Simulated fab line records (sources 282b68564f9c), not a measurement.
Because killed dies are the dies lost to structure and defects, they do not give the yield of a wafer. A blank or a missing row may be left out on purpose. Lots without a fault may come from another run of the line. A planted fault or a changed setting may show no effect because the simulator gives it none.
8D (eight disciplines) problem report, filled in by code    flow rit_cmos    the parts of the form that need people (team, actions taken, sign-off) are left out

## 1. WHAT IS WRONG
ACTIVE_NITRIDE_THK at RIT_ACTIVE_THK_MEAS_04 reads a mean of 176.3 nm on 3 wafers of 1 lot; wafers without a fault read 149.4 nm with a standard deviation of 1.4. Measured from the usual mean, that is +19 standard deviations.
First seen on wafer L333.3, day 4 16:33, on film_metro-01. Wafers with a number at this step in the record: 39, from 13 lots. By rule, "out" or "out of limits" means more than 4 standard deviations away from the usual mean. The rest of the wafers with a number are treated as sound.

## 2. WHAT IT IS, AND WHAT IT ISN'T
question                     is                      is not
which readings at this step  ACTIVE_NITRIDE_THK      -
which lots                   L333                    L319, L320, L321, L323, L324, L325, L327, L328, L329, L330, L332, L341
which wafers of those lots   all that have a number  -
read on which gauges         film_metro-01           film_metro-02, film_metro-03
when                         from day 4 16:33        up to then (33 sound wafers); but 3 sound wafers of L341 came after

## 3. THE SUSPECTS, EACH WITH WHAT RULES IT OUT
Counting: a tool stays on the suspect list if, at a process step up to the reading, it processed all lots that are out and no sound lot following the first of them.
- the gauge at RIT_ACTIVE_THK_MEAS_04 is ruled out. All the wafers that are out were read on film_metro-01, but those of them that RIT_ACTIVE_CVD_03 has rows for are out there too, on other tools.
- lpcvd-01 at RIT_ACTIVE_CVD_03 (deposits Si3N4 from SiH2Cl2/NH3, target thk 150 nm, time 1500 s): kept. It ran the lot that is out, L333 (day 4 15:07), and no sound lot after that; its last sound lot up to then is L329 (day 3 19:07). Out on those wafers are its own readings of spike_tc_centre_C.
Remaining after the count: lpcvd-01 at RIT_ACTIVE_CVD_03.

## 4. THE CAUSE (what the simulator had put in)
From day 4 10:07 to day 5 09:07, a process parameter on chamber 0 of lpcvd-01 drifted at RIT_ACTIVE_CVD_03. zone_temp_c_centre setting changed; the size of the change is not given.
After counting, this tool was the only one left.

## 5. THE EFFECT CHAIN, in route order
Each row: a reading where the mean over the struck wafers with a number is more than 3 standard deviations away from the usual. Scope: only readings with a usual standard deviation given in the record; hours: median across lots of the time from each lot's start at the first step in this table that gives one to its start at this step; sigmas: change in usual standard deviations.
hours  step                    reading                usual       on struck wafers  change  sigmas
0      RIT_ACTIVE_CVD_03       spike_tc_centre_C      812.5 C     840.2             +27.7   +28
0      RIT_ACTIVE_CVD_03       zone_power_centre_pct  35.3 %      44.7              +9.4    +4.1
1      RIT_ACTIVE_THK_MEAS_04  ACTIVE_NITRIDE_THK     149.4 nm    176.3             +26.9   +19
3      RIT_ACTIVE_ETCH_13      oes_product_au         0.825 a.u.  0.909             +0.084  +6.5
Here are the process steps it includes:
- RIT_ACTIVE_CVD_03: deposits Si3N4 from SiH2Cl2/NH3, target thk 150 nm, time 1500 s.
- RIT_ACTIVE_ETCH_13: etches Si3N4 in SF6, stops on SiO2, time 210 s, target depth 210 nm.
At these later measuring or inspecting steps, every struck wafer for which the step has a row has a number for every such reading, and none has moved that far: RIT_PSD_TW_MEAS_10, RIT_M1_CD_MEAS_09.

## 6. WHAT WOULD HAVE CAUGHT IT SOONER
Counted from the fault's start at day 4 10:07, it took 6 hours until the first out-of-limits reading at a measuring or inspecting step in this record, taken at day 4 16:33.
The tool's own readings at RIT_ACTIVE_CVD_03 were out on every struck wafer that the step has a row for (spike_tc_centre_C): an alarm limit on them would have fired on the first of those.
By day 4 16:33 the whole set of lots that are out, 1 in number, had already begun RIT_ACTIVE_CVD_03 on lpcvd-01. Tool hold at that time: it would have spared none of them.
